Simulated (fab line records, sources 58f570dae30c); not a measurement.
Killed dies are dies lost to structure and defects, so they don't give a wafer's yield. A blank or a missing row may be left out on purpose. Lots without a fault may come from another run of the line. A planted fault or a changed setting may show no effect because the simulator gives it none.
A struck lot beside a sound one | flow berkeley_cmos170 | 14 steps out of a route of 331
Sound: wafers L736.3, L736.5, L736.6. Struck: wafers L742.2, L742.3, L742.5. The cause comes at the end.
At each step with rows: each side's tool, then ch and its chambers, then its first start. Under that, the readings that differ: sound wafers | struck wafers | difference of the means | sigmas: that difference in standard deviations of wafers without a fault.
alike: readings whose means differ by less than 2 such deviations, and words and numbers that are the same on both sides. not compared: withheld readings, readings that some wafer has no value for, bounds like >300 that may hide the same value, and numbers for which the record gives no deviation and whose values overlap.
The two part at a step that has a row with sigmas, a row that says differs or no value, or rows on one side only. Numbers that don't overlap but have no deviation are shown without sigmas and don't part them. A reading that every wafer of one side lacks parts them only if that side has two wafers or more.

UCB170_CONTACT_ETCH_18: etches PSG in CHF3/CF4/Ar, stops on TiSi2, target depth 840 nm, time 195 s.
  sound on rie_diel-02 ch 0,2,3; struck on rie_diel-03 ch 1,3
  alike: drypump_motor_current_A, mfc_ar_sccm, oes_product_au, throttle_valve_pct
  not compared: rf_hours_counter_h
UCB170_CONTACT_STRIP_19: strips in O2.
  sound on plasma_asher-02 ch 0,1, day 8 06:20; struck on plasma_asher-03 ch 0,1, day 9 10:24
  alike: drypump_motor_current_A, oes_product_au
  not compared: rf_hours_counter_h
UCB170_CONTACT_CD_MEAS_90: target cd 700 nm.
  sound on cd_sem-02, day 8 06:26; struck on cd_sem-01, day 9 10:32
  alike: cd_nm
then, 1 step without rows for these wafers: UCB170_CONTACT_CLEAN_20 (cleans in SPM, time 600 s).
UCB170_M1_SPUTTER_00: material Al, target thk 600 nm, time 80 s.
  sound on pvd_sputter-04, day 8 06:42; struck on pvd_sputter-04, day 9 10:52
  alike: throttle_valve_pct
UCB170_M1_RS_MEAS_01: measures by four-point-probe.
  sound on film_metro-03, day 8 06:48; struck on film_metro-03, day 9 10:56
  alike: M1_AL_RS
UCB170_M1_THK_MEAS_02: measures by xrf.
  sound on film_metro-03, day 8 06:54; struck on film_metro-03, day 9 11:03
  alike: M1_AL_THK
then, 5 steps without rows for these wafers: UCB170_M1_COAT_03; UCB170_M1_COAT_04 (resist thk 900 nm); UCB170_M1_SOFTBAKE_05 (time 60 s); UCB170_M1_EXPOSE_06 (exposes mask METAL1, target cd 700 nm); UCB170_M1_PEB_07.
UCB170_M1_DEVELOP_08: develop time 45 s.
  sound on litho_track-04 ch 0, day 8 09:00; struck on litho_track-04, day 9 12:00
  no value came back on the struck wafers for chill_plate_temp_C (C), develop_time_s (s); on the sound wafers chill_plate_temp_C (C) reads 22.97 22.86 22.89
  reading                             | sound             | struck            | difference | sigmas
  model.KrF_of_M1_COAT_04.thk_nm (nm) | 887.7 885.8 885.3 | 901.7 897.6 899.4 | +13.3      |
UCB170_M1_CD_MEAS_09: target cd 700 nm.
  sound on cd_sem-02, day 8 09:43; struck on cd_sem-01, day 9 13:01
  reading    | sound             | struck | difference                    | sigmas
  cd_nm (nm) | 701.9 700.0 700.4 | - - -  | no value on the struck wafers |

WHERE THEY PART
First at UCB170_M1_DEVELOP_08; last, within this record, at UCB170_M1_CD_MEAS_09.

WHY: what the simulator had put in
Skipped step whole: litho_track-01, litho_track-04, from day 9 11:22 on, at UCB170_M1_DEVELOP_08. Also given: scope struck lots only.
